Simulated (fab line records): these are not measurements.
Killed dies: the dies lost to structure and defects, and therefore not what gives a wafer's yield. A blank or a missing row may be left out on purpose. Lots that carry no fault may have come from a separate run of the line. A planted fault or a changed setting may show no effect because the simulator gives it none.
Problem report in the 8D (eight disciplines) form, filled by code | flow berkeley_cmos170 | the parts of the form that need people (team, actions taken, sign-off) are left out

## 1. WHAT IS WRONG
Across 6 wafers from 2 lots, SPACER_TEOS_THK at UCB170_SPACER_THK_MEAS_01 averages 402 nm, while fault-free wafers read 374 nm with a standard deviation of 4.6. Relative to the usual mean, that is a shift of +6.1 standard deviations.
First seen on wafer L967.2, day 8 15:10, on film_metro-01. The record holds 42 wafers of 14 lots with a number at this step. Rule for "out", or "out of limits": more than 4 standard deviations from the usual mean. Any other wafer with a number is counted as sound.

## 2. WHAT IT IS AND WHAT IT IS NOT
question                    | is                     | is not
which readings at this step | SPACER_TEOS_THK        | -
which lots                  | L967, L970             | L958, L959, L960, L961, L963, L974, L975, L977, L978, L979, L980, L981
which wafers of those lots  | all that have a number | -
read on which gauges        | film_metro-01          | film_metro-02, film_metro-03
when                        | from day 8 15:10       | up to then (15 sound wafers); but 21 sound wafers of L974, L975, L977, L978, L979, L980, L981 came after

## 3. THE SUSPECTS, EACH WITH WHAT RULES IT OUT
Counting: a tool at any process step up to the reading remains a suspect when it ran all the lots that are out and ran no sound lot after the first of those.
- the gauge at UCB170_SPACER_THK_MEAS_01: kept. All the wafers that are out were read on film_metro-01, and no step on other tools shows them out.
- pecvd-03 at UCB170_SPACER_CVD_00 (deposits SiO2 from TEOS/O2, target thk 376 nm, time 47 s): kept. It ran every lot that is out, first L967 (day 8 15:07), and no sound lot after that; its last sound lot up to then is L959 (day 7 07:53).
Remaining after the count are pecvd-03 at UCB170_SPACER_CVD_00 and film_metro-01 at UCB170_SPACER_THK_MEAS_01.

## 4. THE CAUSE (what the simulator had put in)
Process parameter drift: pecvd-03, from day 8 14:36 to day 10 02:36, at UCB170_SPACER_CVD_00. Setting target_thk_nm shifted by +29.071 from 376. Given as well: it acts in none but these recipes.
Counting left 2 suspects, and this tool is among them.

## 5. SEQUENCE OF EFFECTS, ordered by route
Each row: a reading where the mean over the struck wafers with a number is more than 3 standard deviations away from the usual. Scope: only readings with a usual standard deviation given in the record; hours: median across lots of the time from each lot's start at the first step in this table that gives one to its start at this step; sigmas: change in usual standard deviations.
hours | step                      | reading         | usual  | on struck wafers | change | sigmas
0     | UCB170_SPACER_THK_MEAS_01 | SPACER_TEOS_THK | 374 nm | 402              | +28    | +6.1
At these later measuring or inspecting steps, every struck wafer for which the step has a row has a number for every such reading, and none has moved that far: UCB170_NSD_OVL_MEAS_07.

## 6. WHAT WOULD HAVE CAUGHT IT SOONER
In this record the first reading out of limits at a measuring or inspecting step was taken at day 8 15:10, 1 hour after the fault began at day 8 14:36.
Tool readings at UCB170_SPACER_CVD_00 with a usual standard deviation given in the record: none out on any struck wafer, hence no alarm at a limit of 4 standard deviations on them.
Of the lots that are out (2), L970 began UCB170_SPACER_CVD_00 on pecvd-03 after day 8 15:10. A hold on the tool at that time would have spared it.
